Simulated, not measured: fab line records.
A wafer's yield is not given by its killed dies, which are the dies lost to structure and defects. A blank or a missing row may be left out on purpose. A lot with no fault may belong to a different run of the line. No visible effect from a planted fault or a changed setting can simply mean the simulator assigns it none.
Problem report in the 8D (eight disciplines) form, filled by code -- flow berkeley cmos170 -- the parts of the form that need people (team, actions taken, sign-off) are left out

## 1. WHAT WENT WRONG
Wafers without a fault read 1100.0 C, standard deviation 0.12; tube center temp C at UCB170_WELLDRIVE_OXIDATION_01 reads a mean of 1111.4 C on 6 wafers belonging to 2 lots. That puts it +95 standard deviations away from the usual mean.
The step: target thk 199 nm, ox time 9000 s.
Seen first at day 6 00:56 on furnace-01, wafer L120.2. Wafers with a number at this step in the record: 42, from 14 lots. The rule behind "out" and "out of limits": a value lying over 4 standard deviations away from the usual mean. The rest of the wafers with a number are treated as sound.

## 2. WHAT IT IS, WHAT IT ISN'T
question,is,is not
which readings at this step,"tube center temp C, spike tc centre C, spike tc load C, spike tc source C, tube_center_temp_C_max",-
which lots,"L120, L121","L111, L112, L114, L115, L118, L125, L126, L127, L129, L131, L132, L133"
which wafers of those lots,all that have a number,-
read on which tools,furnace-01,"furnace-02, furnace-04"
when,from day 6 00:56,"up to then (15 sound wafers); but 21 sound wafers of L125, L126, L127, L129, L131, L132, L133 came after"

## 3. SUSPECTS, AND WHAT RULES EACH OUT
Counting: a tool at a process step up to the reading stays a suspect if it ran every lot that is out and no sound lot after the first of them.
- furnace-01 at UCB170_WELLDRIVE_OXIDATION_01 (target thk 199 nm, ox time 9000 s): ruled out as a lasting fault. Following L120 (day 6 00:56), the first lot on it that is out, the sound lots L133 were run on it.
Left after counting: nothing in the record.

## 4. THE CAUSE (what the simulator had put in)
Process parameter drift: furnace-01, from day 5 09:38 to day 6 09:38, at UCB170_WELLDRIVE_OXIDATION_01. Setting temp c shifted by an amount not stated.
Counting ruled it out, wrongly.

## 5. SEQUENCE OF EFFECTS, ordered by route
Rows list readings where the struck wafers' mean (over those with a number) sits beyond 3 standard deviations from the usual. Scope: only readings with a usual standard deviation given in the record; hours: median across lots of the time from each lot's start at the first step in this table that gives one to its start at this step; sigmas: change in usual standard deviations.
hours,step,reading,usual,on struck wafers,change,sigmas
0,UCB170_WELLDRIVE_OXIDATION_01,spike tc centre C,1102.2 C,1111.6,+9.4,+5.9
0,UCB170_WELLDRIVE_OXIDATION_01,spike tc load C,1127.0 C,1139.2,+12.2,+5.3
0,UCB170_WELLDRIVE_OXIDATION_01,spike tc source C,1125.9 C,1138.5,+12.6,+6.6
0,UCB170_WELLDRIVE_OXIDATION_01,tube center temp C,1100.0 C,1111.4,+11.4,+95
0,UCB170_WELLDRIVE_OXIDATION_01,tube_center_temp_C_max,1102.9,1114.2,+11.3,+22
Process steps it contains:
- UCB170_WELLDRIVE_OXIDATION_01: target thk 199 nm, ox time 9000 s.

## 6. HOW IT WOULD HAVE BEEN CAUGHT EARLIER
15 hours passed between the start of the fault at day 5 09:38 and the first reading out of limits in this record, taken at day 6 00:56.
